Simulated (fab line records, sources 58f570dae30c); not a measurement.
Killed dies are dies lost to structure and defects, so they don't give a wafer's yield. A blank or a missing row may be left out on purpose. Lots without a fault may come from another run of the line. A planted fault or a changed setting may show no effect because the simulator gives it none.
A struck lot beside a sound one | flow berkeley_cmos170 | 15 steps out of a route of 331
Sound: wafers L314.2, L314.3, L314.6. Struck: wafers L318.1, L318.3, L318.4. The cause comes at the end.
At each step with rows: each side's tool, then ch and its chambers, then its first start. Under that, the readings that differ: sound wafers | struck wafers | difference of the means | sigmas: that difference in standard deviations of wafers without a fault.
alike: readings whose means differ by less than 2 such deviations, and words and numbers that are the same on both sides. not compared: withheld readings, readings that some wafer has no value for, bounds like >300 that may hide the same value, and numbers for which the record gives no deviation and whose values overlap.
The two part at a step that has a row with sigmas, a row that says differs or no value, or rows on one side only. Numbers that don't overlap but have no deviation are shown without sigmas and don't part them. A reading that every wafer of one side lacks parts them only if that side has two wafers or more.

first, 6 steps without rows for these wafers: UCB170_PWELL_HMDS_07 (prime time 60 s); UCB170_PWELL_COAT_08 (resist thk 900 nm); UCB170_PWELL_SOFTBAKE_09 (time 60 s); UCB170_PWELL_EXPOSE_10 (exposes mask PWELL, target cd 3000 nm); UCB170_PWELL_PEB_11; UCB170_PWELL_DEVELOP_12 (develop time 45 s).
UCB170_PWELL_OVL_MEAS_13:
  sound on overlay-01, day 4 06:11; struck on overlay-01, day 5 01:38
  alike: PWELL_OVL
UCB170_PWELL_ETCH_14: etches Si3N4 in CH3F/Ar/O2, stops on SiO2, target depth 242 nm, time 151 s.
  sound on rie_diel-03 ch 0,2, day 4 06:13; struck on rie_diel-01 ch 1,2,3, day 5 01:41
  alike: CH3F_flow_sccm, O2_flow_sccm, chamber_pressure_mTorr, drypump_motor_current_A, oes_product_au, throttle_valve_pct
  not compared: rf_hours_counter_h
then, 1 step without rows for these wafers: UCB170_PWELL_IMPLANT_15.
UCB170_PWELL_STRIP_16: strips in O2.
  sound on plasma_asher-01 ch 1, day 4 06:28; struck on plasma_asher-03 ch 0,1, day 5 01:56
  reading                     | sound       | struck      | difference | sigmas
  drypump_motor_current_A (A) | 6.2 6.2 6.3 | 5.5 5.5 5.2 | -0.8       | -2
  alike: chamber_pressure_mTorr, oes_product_au, strip_time_to_endpoint_s
  not compared: rf_hours_counter_h
UCB170_PWELL_TW_MEAS_17:
  sound on film_metro-02, day 4 06:34; struck on film_metro-02, day 5 02:02
  alike: PWELL_TW
then, 1 step without rows for these wafers: UCB170_PWELL_CLEAN_18 (cleans in SPM, time 600 s).
UCB170_PWELL_WET_ETCH_19: etches Si3N4 in H3PO4, time 14400 s.
  sound on wet_bench-04 ch 2, day 4 10:00; struck on wet_bench-01 ch 0, day 5 02:16
  no value came back on the struck wafers for bath_guard_temp_C (C), bath_heat_duty_pct (%); on the sound wafers bath_guard_temp_C (C) reads 160.3 160.6 160.0
  reading                                      | sound | struck            | difference | sigmas
  model.Si3N4_of_PWELL_CVD_05.thk_nm (nm)      | 0 0 0 | 219.8 220.5 219.1 | +219.8     |
  model.SiO2_of_PWELL_OXIDATION_02.thk_nm (nm) | 0 0 0 | 21.99 21.32 22.22 | +21.84     |
then, 1 step without rows for these wafers: UCB170_PWELL_WET_ETCH_20 (etches SiO2 in BOE, time 22 s).
-- the record jumps here: 6 days lie between the struck wafers' starts before and after (it left off in module PWELL and takes up again in module M3, whose first step shown is number 331 of the route) --
UCB170_M3_PROBE_99:
  the record has rows for the struck wafers here (prober-01, day 10 14:51) and none for the sound ones

WHERE THEY PART
First at UCB170_PWELL_STRIP_16; last, within this record, at UCB170_M3_PROBE_99.

WHY: what the simulator had put in
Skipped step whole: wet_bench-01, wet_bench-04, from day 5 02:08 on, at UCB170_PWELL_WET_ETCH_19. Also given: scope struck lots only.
